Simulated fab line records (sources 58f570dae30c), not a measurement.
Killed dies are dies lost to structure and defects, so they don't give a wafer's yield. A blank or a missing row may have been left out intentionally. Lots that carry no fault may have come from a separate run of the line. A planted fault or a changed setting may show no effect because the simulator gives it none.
Chamber matching ; flow berkeley-cmos170 ; UCB170_SPACER_ETCHBACK_03 on rie-diel-01: 3 sister chambers
The step etches SiO2 in CHF3/CF4/Ar, stops on Si, target depth 376 nm, time 100 s. 3 wafers are shown with their chamber, then 3 later ones without.

EACH WAFER AND ITS CHAMBER
wafer;chamber;drypump-motor-current-A (A)
L728.2;3;6.0
L728.5;2;5.0
L728.6;1;6.3

WAFERS WITHOUT THEIR CHAMBER
wafer;drypump-motor-current-A (A)
L730.2;6.4
L730.5;6.4
L731.2;5.9

CHAMBER TAKEN BY EACH
wafer;from the rows above;in truth
L730.2;1;1
L730.5;1;1
L731.2;3;3
Correct placement for 3 of the 3. Number that these rows cannot place: 0. Placed wrongly: 0.
How it was worked out, from the rows above alone: a wafer's distance from a chamber is the root of the sum, over the readings, of the square of ((its reading less the chamber's mean) divided by the reading's scatter). The wafer belongs to the nearest chamber; if the next one is less than 2 further off, it can't be placed. For every chamber, the mean is computed from those of its wafers that are shown. The scatter: root of mean squared gap, hidden wafer to nearest shown wafer, with one shown wafer a chamber.
